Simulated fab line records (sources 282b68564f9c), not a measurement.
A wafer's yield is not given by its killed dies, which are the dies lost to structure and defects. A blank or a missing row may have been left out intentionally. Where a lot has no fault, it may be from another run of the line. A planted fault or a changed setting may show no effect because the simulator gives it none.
The tool behind it: which one? || flow ritCmos || Sampling: 14 lots, 42 wafers, 2 of 202 route steps

## WHAT EACH GAUGE READ, for each wafer
RIT_NRETRO_TW_MEAS_10. Usual: NRETRO_TW gives 1052 (standard deviation 9.1).
{"lot": "L206", "measured": "day 2 16:57", "on": "filmMetro-01", "NRETRO_TW": "1046 1040 1046", "flag": ""}
{"lot": "L207", "measured": "day 2 19:34", "on": "filmMetro-01", "NRETRO_TW": "1039 1040 1039", "flag": ""}
{"lot": "L209", "measured": "day 3 07:14", "on": "filmMetro-01", "NRETRO_TW": "1054 1050 1046", "flag": ""}
{"lot": "L210", "measured": "day 3 12:16", "on": "filmMetro-02", "NRETRO_TW": "1067 1068 1061", "flag": ""}
{"lot": "L211", "measured": "day 3 16:06", "on": "filmMetro-03", "NRETRO_TW": "1063 1066 1063", "flag": ""}
{"lot": "L214", "measured": "day 4 10:31", "on": "filmMetro-02", "NRETRO_TW": "1054 1052 1043", "flag": ""}
{"lot": "L219", "measured": "day 5 09:52", "on": "filmMetro-02", "NRETRO_TW": "970 974 973", "flag": "OFF"}
{"lot": "L221", "measured": "day 5 18:55", "on": "filmMetro-02", "NRETRO_TW": "974 979 977", "flag": "OFF"}
{"lot": "L222", "measured": "day 6 03:13", "on": "filmMetro-01", "NRETRO_TW": "1048 1046 1049", "flag": ""}
{"lot": "L223", "measured": "day 6 05:44", "on": "filmMetro-03", "NRETRO_TW": "1055 1050 1054", "flag": ""}
{"lot": "L224", "measured": "day 6 10:03", "on": "filmMetro-01", "NRETRO_TW": "1047 1044 1050", "flag": ""}
{"lot": "L225", "measured": "day 6 15:19", "on": "filmMetro-01", "NRETRO_TW": "1044 1045 1040", "flag": ""}
{"lot": "L226", "measured": "day 7 01:45", "on": "filmMetro-03", "NRETRO_TW": "1060 1062 1057", "flag": ""}
{"lot": "L227", "measured": "day 7 07:04", "on": "filmMetro-02", "NRETRO_TW": "1058 1056 1054", "flag": ""}

## EACH LOT AND THE TOOL THAT RAN IT (in order: tool; ch and the chambers of the sampled wafers; start)
{"lot": "L206", "RIT_NRETRO_IMPLANT_08": "implanter-02 ch 0, day 2 16:38"}
{"lot": "L207", "RIT_NRETRO_IMPLANT_08": "implanter-01 ch 0, day 2 19:16"}
{"lot": "L209", "RIT_NRETRO_IMPLANT_08": "implanter-04 ch 0, day 3 06:56"}
{"lot": "L210", "RIT_NRETRO_IMPLANT_08": "implanter-02 ch 0, day 3 11:56"}
{"lot": "L211", "RIT_NRETRO_IMPLANT_08": "implanter-02 ch 0, day 3 15:49"}
{"lot": "L214", "RIT_NRETRO_IMPLANT_08": "implanter-01 ch 0, day 4 10:11"}
{"lot": "L219", "RIT_NRETRO_IMPLANT_08": "implanter-02 ch 0, day 5 09:34"}
{"lot": "L221", "RIT_NRETRO_IMPLANT_08": "implanter-02 ch 0, day 5 18:35"}
{"lot": "L222", "RIT_NRETRO_IMPLANT_08": "implanter-04 ch 0, day 6 02:54"}
{"lot": "L223", "RIT_NRETRO_IMPLANT_08": "implanter-01 ch 0, day 6 05:25"}
{"lot": "L224", "RIT_NRETRO_IMPLANT_08": "implanter-01 ch 0, day 6 09:44"}
{"lot": "L225", "RIT_NRETRO_IMPLANT_08": "implanter-04 ch 0, day 6 14:59"}
{"lot": "L226", "RIT_NRETRO_IMPLANT_08": "implanter-01 ch 0, day 7 01:28"}
{"lot": "L227", "RIT_NRETRO_IMPLANT_08": "implanter-01 ch 0, day 7 06:46"}
- RIT_NRETRO_IMPLANT_08

## AS READ BY THE TOOLS THEMSELVES (means over the sampled wafers that have a number; for cases with no such wafer, the mark the record gives instead)
RIT_NRETRO_IMPLANT_08. Usual: beamEnergyKeV 70.001, standard deviation 0.022; doseIonsCm2 1.0002e+13, standard deviation 1.2e+10; faradayCurrentUA 31.8, standard deviation 0.65; tiltDeg 7.000 degrees, standard deviation 0.018.
{"lot": "L206", "tool": "implanter-02", "beamEnergyKeV": 70.032, "doseIonsCm2": 1.0002e+13, "faradayCurrentUA": 31.7, "tiltDeg (degrees)": 7.016, "flag": ""}
{"lot": "L207", "tool": "implanter-01", "beamEnergyKeV": 70.010, "doseIonsCm2": 1.0009e+13, "faradayCurrentUA": 31.5, "tiltDeg (degrees)": 7.008, "flag": ""}
{"lot": "L209", "tool": "implanter-04", "beamEnergyKeV": 69.976, "doseIonsCm2": 9.9913e+12, "faradayCurrentUA": 31.4, "tiltDeg (degrees)": 6.999, "flag": ""}
{"lot": "L210", "tool": "implanter-02", "beamEnergyKeV": 69.996, "doseIonsCm2": 1.0006e+13, "faradayCurrentUA": 31.1, "tiltDeg (degrees)": 6.992, "flag": ""}
{"lot": "L211", "tool": "implanter-02", "beamEnergyKeV": 69.969, "doseIonsCm2": 1.0004e+13, "faradayCurrentUA": 32.0, "tiltDeg (degrees)": 7.013, "flag": ""}
{"lot": "L214", "tool": "implanter-01", "beamEnergyKeV": 69.994, "doseIonsCm2": 1.0000e+13, "faradayCurrentUA": 31.4, "tiltDeg (degrees)": 6.990, "flag": ""}
{"lot": "L219", "tool": "implanter-02", "beamEnergyKeV": 70.013, "doseIonsCm2": 7.8163e+12, "faradayCurrentUA": 25.0, "tiltDeg (degrees)": 6.982, "flag": "OFF"}
{"lot": "L221", "tool": "implanter-02", "beamEnergyKeV": 70.025, "doseIonsCm2": 7.7817e+12, "faradayCurrentUA": 25.0, "tiltDeg (degrees)": 6.998, "flag": "OFF"}
{"lot": "L222", "tool": "implanter-04", "beamEnergyKeV": 69.989, "doseIonsCm2": 1.0013e+13, "faradayCurrentUA": 31.8, "tiltDeg (degrees)": 7.003, "flag": ""}
{"lot": "L223", "tool": "implanter-01", "beamEnergyKeV": 70.000, "doseIonsCm2": 1.0000e+13, "faradayCurrentUA": 31.9, "tiltDeg (degrees)": 6.996, "flag": ""}
{"lot": "L224", "tool": "implanter-01", "beamEnergyKeV": 69.983, "doseIonsCm2": 1.0000e+13, "faradayCurrentUA": 31.9, "tiltDeg (degrees)": 6.969, "flag": ""}
{"lot": "L225", "tool": "implanter-04", "beamEnergyKeV": 70.009, "doseIonsCm2": 1.0015e+13, "faradayCurrentUA": 31.5, "tiltDeg (degrees)": 7.008, "flag": ""}
{"lot": "L226", "tool": "implanter-01", "beamEnergyKeV": 70.001, "doseIonsCm2": 1.0010e+13, "faradayCurrentUA": 31.8, "tiltDeg (degrees)": 7.027, "flag": ""}
{"lot": "L227", "tool": "implanter-01", "beamEnergyKeV": 70.040, "doseIonsCm2": 1.0005e+13, "faradayCurrentUA": 31.9, "tiltDeg (degrees)": 6.998, "flag": ""}

## THE ANSWER, worked out from the rows above alone
Rule: a lot counts as off when the mean over its wafers that have a number is more than 3 standard deviations away from the usual mean. Also off: a lot with no number at a reading for which 4 or more lots have one. Any other lot the step has rows for is counted as sound. The gauges are gone through in route order, then the tools' own readings, and for those a lot's mean is taken as printed above. The first step at which some lot is off is used, and at that step the reading that is off furthest; a lot without a number counts as furthest.
Off: at RIT_NRETRO_TW_MEAS_10 (NRETRO_TW), L219, L221.
If a tool, at a process step before that reading, ran all the lots that are off and no sound lot after the first of them, it fits. The gauges at RIT_NRETRO_TW_MEAS_10 aren't tried: what is off there is off at RIT_NRETRO_IMPLANT_08 too, on other tools, and a gauge's error can't cause that. One fits: RIT_NRETRO_IMPLANT_08 on implanter-02. Its last sound lot is L211 (day 3 15:49), its first lot that is off L219 (day 5 09:34): a fault that began between those two fits.
The tool's own readings at RIT_NRETRO_IMPLANT_08 bear it out: on the lots that are off they differ by more than 5 times the standard deviation of the sound lots' means. doseIonsCm2 reads 7.7990e+12 there against 1.0005e+13 on the sound lots; faradayCurrentUA reads 25.0 there against 31.7 on the sound lots.

## WHAT THE SIMULATOR PUT IN
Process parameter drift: implanter-02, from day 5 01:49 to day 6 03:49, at RIT_NRETRO_IMPLANT_08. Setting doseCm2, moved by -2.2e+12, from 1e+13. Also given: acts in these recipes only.
Lots struck among those shown: L219, L221. Same finding as the rule above.
